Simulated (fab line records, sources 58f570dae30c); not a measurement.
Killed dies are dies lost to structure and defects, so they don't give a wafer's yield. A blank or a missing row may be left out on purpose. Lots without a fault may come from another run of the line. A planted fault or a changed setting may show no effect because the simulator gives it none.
fab line records | flow berkeley_cmos170
record lots=5 wafers=23
route steps=331 shown CONTACT@229 M1@238 M2@281 V2@294 M3@327
start_h: hours from the record's first day to the start of the lot's first wafer shown | wait_h: hours since the lot's step before | " the same as in the row above | L1.1+2: a row that stands for several wafers | - no value, or no start given | * or withheld: withheld | < > ~ a bound
route shown NAME@n: a module of which the file shows steps, and the number in the route of the first | usual: mean/standard deviation of fault-free wafers | same: alike in all rows | chamber/n: place in a boat | sites: the reading at each site | _std_site: their standard deviation | _edge_site: outer sites' mean less inner sites' | radius_mm: how far each site lies from the wafer's centre | mask NAME#n: copy n | behind: the tool/chamber that last shaped the wafer | hold: why the lot was held/for how many hours/how that ended | device: the transistor (n, p or np) that didn't switch | end of line: the same wafers' tests at the end of the route | a step without rows: its recipe alone | killed: dies lost to structure and defects at the first sort, not the wafer's yield | map: a wafer's dies, x killed, . not, _ none there
set.NAME: the setting as run; set.NAME@STEP: as run at that earlier step | model.NAME: the simulator's own value behind a step, which no gauge read
lots whose settings were changed on purpose; a table a step, a row a wafer
## steps
# step UCB170_CONTACT_PEB_13
# recipe peb_temp_c=130 peb_time_s=withheld resist=KrF
# columns lot.wafer tool chamber start_h wait_h set.peb_temp_c
L077.1+2+4+5+6 litho_track-01 0 185.76 0.1 130
L076.1+6 litho_track-03 0 185.97 0.1 126.9
L076.2+3+5 " 0 " " 130
L078.2+4+6 litho_track-02 0 197.29 0.1 130
L078.3+5 " 0 " " 126.6
L081.2+4+6 litho_track-03 0 221.75 0.3 133.2
L081.3+5 " 0 " " 130
L084.3+5+6 litho_track-03 0 228.58 0.3 130
# step UCB170_CONTACT_DEVELOP_14
# recipe developer=TMAH develop_time_s=45 resist=KrF dev_temp_c=21
# step UCB170_CONTACT_CD_MEAS_15
# recipe target_cd_nm=700
# usual cd_nm=699.4/1.3
# columns lot.wafer tool chamber start_h wait_h set.peb_temp_c@CONTACT_PEB_13 cd_nm
L077.1 cd_sem-02 - 186.03 - 130 698.1
L077.2 " - " " 130 700.2
L077.4 " - " " 130 699.0
L077.5 " - " " 130 698.8
L077.6 " - " " 130 699.1
L076.1 cd_sem-01 - 186.24 - 126.9 676.4
L076.2 " - " " 130 700.1
L076.3 " - " " 130 701.4
L076.5 " - " " 130 700.4
L076.6 " - " " 126.9 676.4
L078.2 cd_sem-01 - 197.56 - 130 699.7
L078.3 " - " " 126.6 674.2
L078.4 " - " " 130 701.7
L078.5 " - " " 126.6 674.7
L078.6 " - " " 130 700.5
L081.2 cd_sem-01 - 222.02 - 133.2 717.7
L081.3 " - " " 130 699.0
L081.4 " - " " 133.2 718.0
L081.5 " - " " 130 698.6
L081.6 " - " " 133.2 717.4
L084.3 cd_sem-02 - 228.84 - 130 700.9
L084.5 " - " " 130 700.0
L084.6 " - " " 130 701.7
# step UCB170_CONTACT_ETCH_17
# recipe chemistry=N2/H2 target_depth_a=withheld overetch_a=withheld target=BARC time_s=withheld source_w=500 bias_w=100 pressure_mtorr=30 n2_flow_sccm=100 h2_flow_sccm=200
# columns lot.wafer tool chamber start_h wait_h set.peb_temp_c@CONTACT_PEB_13 model.CONTACT.cd_nm
L077.1+4 rie_diel-04 0,3 186.19 0.0 130 699.2
L077.2 " 2 " " 130 700.6
L077.5 " 0 " " 130 699.6
L077.6 " 3 " " 130 699.1
L076.1 rie_diel-02 1 186.40 0.0 126.9 676.4
L076.2 " 3 " " 130 700.2
L076.3 " 0 " " 130 700.9
L076.5 " 0 " " 130 699.9
L076.6 " 1 " " 126.9 676.8
L078.2 rie_diel-03 1 197.69 0.0 130 700.6
L078.3 " 3 " " 126.6 675.4
L078.4 " 0 " " 130 701
L078.5 " 1 " " 126.6 675.3
L078.6 " 2 " " 130 701.2
L081.2 rie_diel-02 0 222.15 0.0 133.2 717.7
L081.3 " 3 " " 130 699.4
L081.4 " 1 " " 133.2 718.5
L081.5 " 0 " " 130 698.8
L081.6 " 1 " " 133.2 717.9
L084.3 rie_diel-02 2 228.96 0.0 130 700.5
L084.5 " 2 " " 130 699.5
L084.6 " 3 " " 130 701.9
# step UCB170_CONTACT_ETCH_18
# recipe chemistry=CHF3/CF4/Ar target=PSG stop_on=TiSi2 CHF3_flow_sccm=45 cf4_flow_sccm=15 Ar_flow_sccm=150 pressure_mtorr=200 rf_w=700 target_depth_a=8400 over_etch_frac=0.2 time_s=195
# step UCB170_CONTACT_STRIP_19
# recipe chemistry=O2 power_w=400 pressure_mtorr=3500 platen_temp_c=withheld o2_flow_sccm=400 overash_fraction=0.5
# step UCB170_CONTACT_CD_MEAS_90
# recipe target_cd_nm=700
# usual cd_nm=699.3/1.5
# columns lot.wafer tool chamber start_h wait_h set.peb_temp_c@CONTACT_PEB_13 cd_nm
L077.1 cd_sem-02 - 186.46 0.1 130 698.5
L077.2 " - " " 130 700.1
L077.4 " - " " 130 698.2
L077.5 " - " " 130 698.9
L077.6 " - " " 130 699.0
L076.1 cd_sem-01 - 186.66 0.1 126.9 676.5
L076.2 " - " " 130 699.4
L076.3 " - " " 130 700.9
L076.5 " - " " 130 699.9
L076.6 " - " " 126.9 676.9
L078.2 cd_sem-02 - 197.98 0.1 130 699.8
L078.3 " - " " 126.6 675.0
L078.4 " - " " 130 701.2
L078.5 " - " " 126.6 675.1
L078.6 " - " " 130 701.2
L081.2 cd_sem-02 - 222.44 0.1 133.2 717.5
L081.3 " - " " 130 699.2
L081.4 " - " " 133.2 718.5
L081.5 " - " " 130 698.9
L081.6 " - " " 133.2 718.2
L084.3 cd_sem-02 - 229.27 0.1 130 701.0
L084.5 " - " " 130 699.6
L084.6 " - " " 130 702.0
# step UCB170_M1_SPUTTER_00
# recipe material=Al target_thk_nm=600 time_s=80 power_w=6000 chamber_pressure_pa=0.5
# columns lot.wafer tool chamber start_h wait_h set.power_w model.Al_of_M1_SPUTTER_00.thk_nm
L076.1 pvd_sputter-02 - 187.51 0.0 6681 680.3
L076.2 " - " " 6000 613.7
L076.3 " - " " 6681 673.3
L076.5 " - " " 6000 609.9
L076.6 " - " " 6000 615
L077.1 pvd_sputter-03 - 187.51 0.0 6632 659.1
L077.2 " - " " 6000 590.7
L077.4 " - " " 6000 593.4
L077.5 " - " " 6632 658.5
L077.6 " - " " 6632 653.9
L078.2 pvd_sputter-01 - 198.26 0.0 6280 638.7
L078.3 " - " " 6280 634.5
L078.4 " - " " 6000 610.6
L078.5 " - " " 6000 602.3
L078.6 " - " " 6280 637
L081.2 pvd_sputter-01 - 222.73 0.0 5686 574
L081.3 " - " " 6000 595.1
L081.4 " - " " 6000 599.8
L081.5 " - " " 5686 566.8
L081.6 " - " " 5686 568.3
L084.3 pvd_sputter-01 - 229.52 0.0 6000 601.4
L084.5 " - " " 6000 601.6
L084.6 " - " " 6000 603.7
# step UCB170_M1_RS_MEAS_01
# recipe thk_meas_gauge=four-point-probe reads=Al_of_M1_SPUTTER_00
# usual M1_AL_RS=0.0483/0.0005
# columns lot.wafer tool chamber start_h wait_h set.power_w@M1_SPUTTER_00 M1_AL_RS[ohm/sq]
L076.1 film_metro-02 - 187.57 0.0 6681 0.0427
L076.2 " - " " 6000 0.0475
L076.3 " - " " 6681 0.0432
L076.5 " - " " 6000 0.0477
L076.6 " - " " 6000 0.0474
L077.1 film_metro-03 - 187.57 0.0 6632 0.0441
L077.2 " - " " 6000 0.0492
L077.4 " - " " 6000 0.0491
L077.5 " - " " 6632 0.0441
L077.6 " - " " 6632 0.0444
L078.2 film_metro-03 - 198.34 0.1 6280 0.0455
L078.3 " - " " 6280 0.0458
L078.4 " - " " 6000 0.0477
L078.5 " - " " 6000 0.0483
L078.6 " - " " 6280 0.0455
L081.2 film_metro-02 - 222.81 0.1 5686 0.0508
L081.3 " - " " 6000 0.0490
L081.4 " - " " 6000 0.0487
L081.5 " - " " 5686 0.0514
L081.6 " - " " 5686 0.0513
L084.3 film_metro-02 - 229.62 0.1 6000 0.0485
L084.5 " - " " 6000 0.0484
L084.6 " - " " 6000 0.0483
# step UCB170_M1_THK_MEAS_02
# recipe thk_meas_gauge=xrf reads=Al_of_M1_SPUTTER_00
# usual M1_AL_THK=598/5.8
# columns lot.wafer tool chamber start_h wait_h set.power_w@M1_SPUTTER_00 M1_AL_THK[nm]
L076.1 film_metro-02 - 187.69 0.1 6681 673
L076.2 " - " " 6000 606
L076.3 " - " " 6681 664
L076.5 " - " " 6000 604
L076.6 " - " " 6000 609
L077.1 film_metro-03 - 187.69 0.1 6632 650
L077.2 " - " " 6000 583
L077.4 " - " " 6000 588
L077.5 " - " " 6632 651
L077.6 " - " " 6632 650
L078.2 film_metro-03 - 198.45 0.1 6280 631
L078.3 " - " " 6280 631
L078.4 " - " " 6000 604
L078.5 " - " " 6000 596
L078.6 " - " " 6280 629
L081.2 film_metro-02 - 222.92 0.1 5686 568
L081.3 " - " " 6000 592
L081.4 " - " " 6000 596
L081.5 " - " " 5686 561
L081.6 " - " " 5686 560
L084.3 film_metro-02 - 229.72 0.1 6000 595
L084.5 " - " " 6000 599
L084.6 " - " " 6000 600
# step UCB170_M1_METAL_ETCH_12
# recipe chemistry=Cl2/BCl3 target=Al stop_on=PSG pressure_mtorr=12 target_depth_a=7800 over_etch_frac=0.3 time_s=130 icp_w=600 bias_w=120 Cl2_flow_sccm=90 bcl3_flow_sccm=45
# usual oes_product_au=0.862/0.013
# columns lot.wafer tool chamber start_h wait_h set.icp_w set.power_w@M1_SPUTTER_00 oes_product_au model.KrF_of_M1_COAT_04.thk_nm
L077.1 rie_metal-03 0 189.70 - 600 6632 0.922 -
L077.2 " 1 " " 600 6000 0.846 443.3
L077.4 " 0 " " 600 6000 0.860 436.9
L077.5 " 0 " " 600 6632 0.916 -
L077.6 " 1 " " 600 6632 0.898 -
L076.1 rie_metal-01 0 189.76 - 537.8 6681 0.921 -
L076.2 " 0 " " 600 6000 0.867 416.2
L076.3 " 0 " " 537.8 6681 0.915 -
L076.5 " 0 " " 537.8 6000 0.861 463.8
L076.6 " 0 " " 600 6000 0.863 413.5
L078.2 rie_metal-01 1 199.54 - 600 6280 0.879 425.8
L078.3 " 0 " " 669.3 6280 0.891 370.8
L078.4 " 1 " " 600 6000 0.856 431.1
L078.5 " 0 " " 600 6000 0.863 421.2
L078.6 " 1 " " 669.3 6280 0.877 383.9
L081.2 rie_metal-03 0 224.17 - 600 5686 0.855 -
L081.3 " 1 " " 600 6000 0.848 450.3
L081.4 " 0 " " 600 6000 0.869 447.4
L081.5 " 1 " " 600 5686 0.815 -
L081.6 " 0 " " 600 5686 0.839 -
L084.3 rie_metal-03 0 231.05 - 600 6000 0.867 439.9
L084.5 " 1 " " 600 6000 0.857 440.8
L084.6 " 0 " " 600 6000 0.873 442.1
# step UCB170_M2_COAT_10
# recipe resist=KrF spin_rpm=1500 resist_thk_nm=900
# columns lot.wafer tool chamber start_h wait_h set.resist_thk_nm model.KrF_of_M2_COAT_10.thk_nm
L077.1 litho_track-03 0 - - 900 900.4
L077.2 " 0 " " 900 903.5
L077.4 " 0 " " 900 902.7
L077.5 " 0 " " 900 903.8
L077.6 " 0 " " 900 905.5
L076.1 litho_track-04 0 - - 900 896.6
L076.2 " 0 " " 927.6 925.8
L076.3 " 0 " " 927.6 927.6
L076.5 " 0 " " 900 899.3
L076.6 " 0 " " 900 899.5
L078.2 litho_track-02 0 - - 900 893.7
L078.3 " 0 " " 900 893
L078.4 " 0 " " 900 896.4
L078.5 " 0 " " 900 894.4
L078.6 " 0 " " 900 893.4
L081.2 litho_track-04 0 - - 918.3 918.8
L081.3 " 0 " " 900 903.1
L081.4 " 0 " " 900 902.1
L081.5 " 0 " " 900 901.3
L081.6 " 0 " " 918.3 920.8
L084.3 litho_track-04 0 - - 900 901.1
L084.5 " 0 " " 900 901
L084.6 " 0 " " 900 900.8
# step UCB170_V2_CMP_02
# recipe material=SiO2 down_force_psi=6 platen_rpm=60 pad_velocity_m_s=0.75398
# columns lot.wafer tool chamber start_h wait_h set.leave_above_ref_nm model.SiO2_of_V2_CVD_00.thk_nm
L077.4+5 cmp-01 1,2 196.73 0.0 1000 1002
L077.1+6 " 3,1 " " 1000 1000
L077.2 " 0 " " 1000 999.2
L076.2+5 cmp-02 3,0 198.24 0.0 1000 1001
L076.1 " 0 " " 937.6 938.9
L076.3 " 1 " " 1000 1000
L076.6 " 3 " " 937.6 939.1
L078.2 cmp-01 0 206.35 0.0 1027 1025
L078.4 " 1 " " 1000 998.4
L078.3+5 " 3,1 " " 1000 998.5
L078.6 " 0 " " 1027 1024
L081.3 cmp-02 3 231.96 0.0 1000 999.4
L081.4 " 0 " " 1000 1001
L081.2 " 1 " " 1000 998.8
L081.5+6 " 3,0 " " 1000 1000
L084.3+6 cmp-01 3 237.92 0.0 1000 999.7
L084.5 " 0 " " 1000 998.7
# step UCB170_V2_THK_MEAS_04
# recipe reads=SiO2_of_V2_CVD_00
# usual V2_POLISHED_THK=999.8/1.3
# columns lot.wafer tool chamber start_h wait_h set.leave_above_ref_nm@V2_CMP_02 V2_POLISHED_THK[nm]
L077.1 film_metro-02 - 197.15 0.1 1000 999.2
L077.2 " - " " 1000 998.9
L077.4 " - " " 1000 1001.7
L077.5 " - " " 1000 1002.0
L077.6 " - " " 1000 999.5
L076.1 film_metro-01 - 198.66 0.1 937.6 939.2
L076.2 " - " " 1000 1001.0
L076.3 " - " " 1000 1000.1
L076.5 " - " " 1000 1000.9
L076.6 " - " " 937.6 939.5
L078.2 film_metro-01 - 206.78 0.1 1027 1025.3
L078.3 " - " " 1000 1000.0
L078.4 " - " " 1000 997.7
L078.5 " - " " 1000 998.2
L078.6 " - " " 1027 1024.2
L081.2 film_metro-01 - 232.39 0.1 1000 998.7
L081.3 " - " " 1000 998.9
L081.4 " - " " 1000 1001.3
L081.5 " - " " 1000 1000.9
L081.6 " - " " 1000 1000.6
L084.3 film_metro-04 - 238.36 0.1 1000 999.7
L084.5 " - " " 1000 998.5
L084.6 " - " " 1000 999.7
# step UCB170_V2_ETCH_14
# recipe chemistry=CHF3/CF4/Ar target=SiO2 stop_on=Al CHF3_flow_sccm=45 cf4_flow_sccm=15 Ar_flow_sccm=150 pressure_mtorr=200 rf_w=700 target_depth_a=12500 over_etch_frac=0.25 time_s=291
# columns lot.wafer tool chamber start_h wait_h set.time_s set.leave_above_ref_nm@V2_CMP_02 model.V2.feature_depth_nm model.etch.depth_nm model.KrF_of_V2_COAT_07.thk_nm
L077.1 rie_diel-04 1 198.54 0.0 291 1000 1000 - 614.8
L077.2 " 0 " " 291 1000 999.4 999.2 607.1
L077.4 " 2 " " 291 1000 1002 1002 607.2
L077.5 " 0 " " 291 1000 1002 - 610.8
L077.6 " 1 " " 291 1000 1000 - 612.2
L076.1 rie_diel-02 0 199.89 0.0 291 937.6 939.4 - 603.8
L076.2 " 3 " " 291 1000 1001 1001 610.8
L076.3 " 1 " " 291 1000 1000 - 611.4
L076.5 " 3 " " 271.7 1000 1001 1001 630.2
L076.6 " 1 " " 271.7 937.6 939.1 939.1 625.7
L078.2 rie_diel-03 1 208.16 0.0 291 1027 1025 1025 614.1
L078.3 " 3 " " 291 1000 998.5 998.5 610
L078.4 " 0 " " 291 1000 998.4 998.4 615.6
L078.5 " 0 " " 291 1000 998.5 998.5 613.1
L078.6 " 1 " " 291 1027 1024 1024 615.5
L081.2 rie_diel-03 2 233.65 0.0 291 1000 998.8 - 610.4
L081.3 " 0 " " 291 1000 999.4 999.4 619.8
L081.4 " 1 " " 316 1000 1003 1001 590.4
L081.5 " 1 " " 291 1000 1000 - 612.3
L081.6 " 0 " " 316 1000 1003 - 595.3
L084.3 rie_diel-02 1 239.84 0.0 291 1000 999.7 999.7 608.9
L084.5 " 0 " " 291 1000 999.3 998.7 602.7
L084.6 " 1 " " 291 1000 999.7 999.7 610.5
# step UCB170_V2_STRIP_15
# recipe chemistry=O2 power_w=400 pressure_mtorr=3500 platen_temp_c=withheld o2_flow_sccm=400 overash_fraction=0.5
# usual strip_time_to_endpoint_s=15.34/0.1
# columns lot.wafer tool chamber start_h wait_h set.time_s@V2_ETCH_14 strip_time_to_endpoint_s
L077.1 plasma_asher-02 1 198.71 0.1 291 15.43
L077.2 " 0 " " 291 15.25
L077.4 " 0 " " 291 15.24
L077.5 " 1 " " 291 15.33
L077.6 " 0 " " 291 15.39
L076.1 plasma_asher-01 0 200.07 0.1 291 15.16
L076.2 " 1 " " 291 15.32
L076.3 " 1 " " 291 15.36
L076.5 " 0 " " 271.7 15.78
L076.6 " 1 " " 271.7 15.68
L078.2 plasma_asher-02 1 208.34 0.1 291 15.40
L078.3 " 1 " " 291 15.32
L078.4 " 0 " " 291 15.45
L078.5 " 0 " " 291 15.39
L078.6 " 1 " " 291 15.43
L081.2 plasma_asher-01 0 233.83 0.1 291 15.31
L081.3 " 1 " " 291 15.56
L081.4 " 0 " " 316 14.86
L081.5 " 0 " " 291 15.36
L081.6 " 1 " " 316 14.95
L084.3 plasma_asher-01 0 240.05 0.1 291 15.27
L084.5 " 1 " " 291 15.13
L084.6 " 0 " " 291 15.30
# step UCB170_M3_METAL_ETCH_18
# recipe chemistry=Cl2/BCl3 target=Al stop_on=SiO2 pressure_mtorr=12 target_depth_a=11700 over_etch_frac=0.3 time_s=195 icp_w=600 bias_w=120 Cl2_flow_sccm=90 bcl3_flow_sccm=45
# columns lot.wafer tool chamber start_h wait_h set.icp_w set.leave_above_ref_nm@V2_CMP_02 model.KrF_of_M3_COAT_10.thk_nm model.SiO2_of_V2_CVD_00.thk_nm
L077.1 rie_metal-04 1 201.10 - 561.6 1000 223.8 939.4
L077.2 " 0 " " 600 1000 200.8 936.6
L077.4 " 0 " " 561.6 1000 236.7 942
L077.5 " 1 " " 600 1000 183.7 938.3
L077.6 " 0 " " 561.6 1000 240.4 940.4
L076.1 rie_metal-01 1 202.39 - 600 937.6 210.5 877.1
L076.2 " 0 " " 600 1000 181.4 936.9
L076.3 " 0 " " 600 1000 183.4 936.9
L076.5 " 0 " " 600 1000 184.7 937.6
L076.6 " 1 " " 600 937.6 205.2 877.2
L078.2 rie_metal-02 1 210.95 - 600 1027 198.3 962
L078.3 " 1 " " 600 1000 203.5 935.9
L078.4 " 0 " " 600 1000 207.5 936.4
L078.5 " 0 " " 553.1 1000 252.2 939.8
L078.6 " 1 " " 553.1 1027 247.7 965.2
L081.2 rie_metal-04 0 236.66 - 535.7 1000 264.9 941.2
L081.3 " 0 " " 600 1000 207 937.4
L081.4 " 1 " " 535.7 1000 252.5 942.1
L081.5 " 1 " " 600 1000 187 936.4
L081.6 " 0 " " 600 1000 199.3 937.9
L084.3 rie_metal-04 0 243.59 - 600 1000 212 937.6
L084.5 " 0 " " 600 1000 205.9 936.2
L084.6 " 1 " " 600 1000 198.4 936.3
# step UCB170_M3_STRIP_19
# recipe chemistry=O2 power_w=400 pressure_mtorr=3500 platen_temp_c=withheld o2_flow_sccm=400 overash_fraction=0.5
# usual oes_product_au=0.530/0.0088
# columns lot.wafer tool chamber start_h wait_h set.icp_w@M3_METAL_ETCH_18 oes_product_au
L077.1 plasma_asher-02 0 201.29 0.1 561.6 0.561
L077.2 " 1 " " 600 0.531
L077.4 " 1 " " 561.6 0.566
L077.5 " 1 " " 600 0.515
L077.6 " 0 " " 561.6 0.572
L076.1 plasma_asher-02 0 202.58 0.1 600 0.538
L076.2 " 1 " " 600 0.520
L076.3 " 1 " " 600 0.521
L076.5 " 0 " " 600 0.517
L076.6 " 1 " " 600 0.533
L078.2 plasma_asher-04 1 211.14 0.1 600 0.539
L078.3 " 1 " " 600 0.529
L078.4 " 0 " " 600 0.541
L078.5 " 0 " " 553.1 0.584
L078.6 " 1 " " 553.1 0.581
L081.2 plasma_asher-02 1 236.85 0.1 535.7 0.605
L081.3 " 0 " " 600 0.530
L081.4 " 1 " " 535.7 0.580
L081.5 " 0 " " 600 0.515
L081.6 " 1 " " 600 0.534
L084.3 plasma_asher-04 0 243.74 0.1 600 0.544
L084.5 " 0 " " 600 0.534
L084.6 " 1 " " 600 0.524
## key
split step=UCB170_CONTACT_PEB_13 setting=peb_temp_c stated=130 by=wafer
response step=UCB170_CONTACT_CD_MEAS_15 reading=cd_nm change=+9.3 per=1% r=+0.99
response step=UCB170_CONTACT_ETCH_17 reading=model.CONTACT.cd_nm change=+9.16 per=1% r=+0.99
response step=UCB170_CONTACT_CD_MEAS_90 reading=cd_nm change=+9.14 per=1% r=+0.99
split step=UCB170_M1_SPUTTER_00 setting=power_w stated=6000 by=wafer
response step=UCB170_M1_SPUTTER_00 reading=model.Al_of_M1_SPUTTER_00.thk_nm change=+5.88 per=1% r=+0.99
response step=UCB170_M1_RS_MEAS_01 reading=M1_AL_RS change=-0.00044 per=1% r=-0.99
response step=UCB170_M1_THK_MEAS_02 reading=M1_AL_THK change=+5.86 per=1% r=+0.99
response step=UCB170_M1_METAL_ETCH_12 reading=oes_product_au change=+0.00504 per=1% r=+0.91
split step=UCB170_M1_METAL_ETCH_12 setting=icp_w stated=600 by=wafer
response step=UCB170_M1_METAL_ETCH_12 reading=model.KrF_of_M1_COAT_04.thk_nm change=-4.37 per=1% r=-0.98
split step=UCB170_M2_COAT_10 setting=resist_thk_nm stated=900 by=wafer
response step=UCB170_M2_COAT_10 reading=model.KrF_of_M2_COAT_10.thk_nm change=+9.04 per=1% r=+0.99
split step=UCB170_V2_CMP_02 setting=leave_above_ref_nm stated=1000 by=wafer
response step=UCB170_V2_CMP_02 reading=model.SiO2_of_V2_CVD_00.thk_nm change=+9.87 per=1% r=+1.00
response step=UCB170_V2_THK_MEAS_04 reading=V2_POLISHED_THK change=+9.8 per=1% r=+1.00
response step=UCB170_V2_ETCH_14 reading=model.V2.feature_depth_nm change=+9.84 per=1% r=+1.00
response step=UCB170_V2_ETCH_14 reading=model.etch.depth_nm change=+9.85 per=1% r=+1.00
response step=UCB170_M3_METAL_ETCH_18 reading=model.SiO2_of_V2_CVD_00.thk_nm change=+9.63 per=1% r=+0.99
split step=UCB170_V2_ETCH_14 setting=time_s stated=291 by=wafer
response step=UCB170_V2_ETCH_14 reading=model.KrF_of_V2_COAT_07.thk_nm change=-2.64 per=1% r=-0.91
response step=UCB170_V2_STRIP_15 reading=strip_time_to_endpoint_s change=* per=1% r=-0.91
split step=UCB170_M3_METAL_ETCH_18 setting=icp_w stated=600 by=wafer
response step=UCB170_M3_METAL_ETCH_18 reading=model.KrF_of_M3_COAT_10.thk_nm change=-5.92 per=1% r=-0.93
response step=UCB170_M3_STRIP_19 reading=oes_product_au change=-0.00619 per=1% r=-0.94
